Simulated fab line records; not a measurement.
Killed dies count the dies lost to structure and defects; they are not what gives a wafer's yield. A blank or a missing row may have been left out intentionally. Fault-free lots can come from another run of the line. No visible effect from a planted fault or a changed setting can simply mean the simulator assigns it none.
Problem report, 8D (eight disciplines) form, completed by code ; flow rit cmos ; the parts of the form that need people (team, actions taken, sign-off) are left out

1. PROBLEM STATEMENT
RIT_SPACER_CLEAN_00, run length s: mean 761 s on 3 wafers (1 lot); fault-free wafers 628 s, standard deviation 3.6. Relative to the usual mean, that is a shift of +37 standard deviations.
The step: cleans in SC1, time 600 s.
Seen first at day 6 22:19 on wet bench-04, wafer L455.1. Wafers with a number at this step in the record: 39, from 13 lots. Rule for "out", or "out of limits": more than 4 standard deviations from the usual mean. The other wafers with a number count as sound.

2. WHAT IT IS AND WHAT IT IS NOT
question;is;is not
which readings at this step;run length s;-
which lots;L455;L436, L437, L438, L440, L441, L442, L443, L447, L448, L451, L457, L459
which wafers of those lots;all that have a number;-
read on which tools;wet bench-04;wet bench-01, wet bench-03
when;from day 6 22:19;"up to then (30 sound wafers); but 6 sound wafers of L457, L459 came after"

3. THE SUSPECTS, EACH WITH WHAT RULES IT OUT
Counting: any tool at a process step up to the reading is kept as a suspect provided that every lot that is out went through it and no sound lot did after the first of them.
- wet bench-04 at RIT_SPACER_CLEAN_00 (cleans in SC1, time 600 s): kept. It ran the lot that is out, L455 (day 6 22:19), and no sound lot after that; its last sound lot up to then is L447 (day 5 04:24). On those wafers its own readings are out: run length s.
Left after counting: wet bench-04 at RIT_SPACER_CLEAN_00.

4. THE CAUSE (what the simulator had put in)
wet bench-04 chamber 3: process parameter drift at RIT_SPACER_CLEAN_00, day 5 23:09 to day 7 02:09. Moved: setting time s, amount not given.
Only this tool survived the counting.

5. THE CHAIN OF EFFECTS, in route order
One row per reading whose mean, taken over the struck wafers that have a number, lies over 3 standard deviations from the usual. Readings are gone through only where the record gives a usual standard deviation; hours: the median, over the lots, of the time from a lot's start at the first step in this table giving one to that lot's start at this step; sigmas: the change measured in usual standard deviations.
hours;step;reading;usual;on struck wafers;change;sigmas
0;RIT_SPACER_CLEAN_00;run length s;628 s;761;+133;+37
Here are the process steps it includes:
- RIT_SPACER_CLEAN_00: cleans in SC1, time 600 s.

6. HOW IT WOULD HAVE BEEN CAUGHT EARLIER
The fault began at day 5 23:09; the first out-of-limits reading in this record came at day 6 22:19, 23 hours later.
